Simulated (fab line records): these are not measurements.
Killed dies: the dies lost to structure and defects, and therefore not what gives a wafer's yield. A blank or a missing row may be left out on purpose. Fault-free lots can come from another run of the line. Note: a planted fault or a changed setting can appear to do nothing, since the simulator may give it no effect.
8D (eight disciplines) problem report, filled in by code    flow berkeley cmos170    the parts of the form that need people (team, actions taken, sign-off) are left out

== 1. PROBLEM STATEMENT ==
At UCB170_M1_METAL_ETCH_12, rf fwd power W averages 526.7 W over 4 wafers from 3 lots, while fault-free wafers read 597.5 W, standard deviation 1.7. That puts it -42 standard deviations away from the usual mean.
The step: etches Al in Cl2/BCl3, stops on PSG, target depth 780 nm, time 130 s.
Seen first at day 9 04:27 on rie metal-03, wafer L249.4. The record has a number at this step for 39 wafers belonging to 13 lots. By rule, "out" or "out of limits" means more than 4 standard deviations away from the usual mean. Any other wafer with a number is counted as sound.

== 2. WHAT IT IS, AND WHAT IT ISN'T ==
question                     is                              is not
which readings at this step  rf fwd power W                  drypump motor current A, oes product au, throttle valve pct
which lots                   L248, L249, L250                L239, L240, L242, L247, L253, L254, L257, L258, L259, L260
which wafers of those lots   L248.4, L248.6, L249.4, L250.2  L248.1, L249.1, L249.3, L250.1, L250.6
read on which tools          rie metal-03                    rie metal-01, rie metal-04
when                         from day 9 04:27                up to then (11 sound wafers); but 24 sound wafers of L247, L248, L250, L253, L254, L257, L258, L259, L260 came after

== 3. SUSPECTS, AND WHAT RULES EACH OUT ==
Counting: if a tool at a process step up to the reading ran every lot that is out, it stays a suspect. Sound lots after the first of them don't rule it out here, since some wafers of a struck lot are sound.
- rie metal-03 at UCB170_M1_METAL_ETCH_12 (etches Al in Cl2/BCl3, stops on PSG, target depth 780 nm, time 130 s): kept. Ran every lot that is out, first one L249 (day 9 04:27); last sound lot up to then L242 (day 8 08:28). Out on those wafers are its own readings of rf fwd power W.
- At UCB170_M1_METAL_ETCH_12 on rie metal-03, chamber 1 took the sound wafers of the same lots and chamber 0 took the wafers that are out.
Remaining after the count: rie metal-03 at UCB170_M1_METAL_ETCH_12.

== 4. THE CAUSE (what the simulator had put in) ==
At UCB170_M1_METAL_ETCH_12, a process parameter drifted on rie metal-03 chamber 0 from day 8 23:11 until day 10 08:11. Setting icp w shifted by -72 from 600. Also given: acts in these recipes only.
After counting, this tool was the only one left.

== 5. SEQUENCE OF EFFECTS, ordered by route ==
One row per reading whose mean, taken over the struck wafers that have a number, lies over 3 standard deviations from the usual. Only readings for which the record gives a usual standard deviation are gone through. hours: the time from each lot's start at the first step in this table that gives one to its start at this step, as a median over the lots. sigmas: the change in usual standard deviations.
hours  step                     reading         usual    on struck wafers  change  sigmas
0      UCB170_M1_METAL_ETCH_12  rf fwd power W  597.5 W  526.7             -70.8   -42
Process steps it contains:
- UCB170_M1_METAL_ETCH_12: etches Al in Cl2/BCl3, stops on PSG, target depth 780 nm, time 130 s.
Later steps that measure or inspect, where all struck wafers having a row at the step show a number for every such reading and not one has moved that far: UCB170_V2_BOW_MEAS_03.

== 6. WHAT WOULD HAVE CAUGHT IT SOONER ==
The fault began at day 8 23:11; the first out-of-limits reading in this record came at day 9 04:27, 5 hours later.
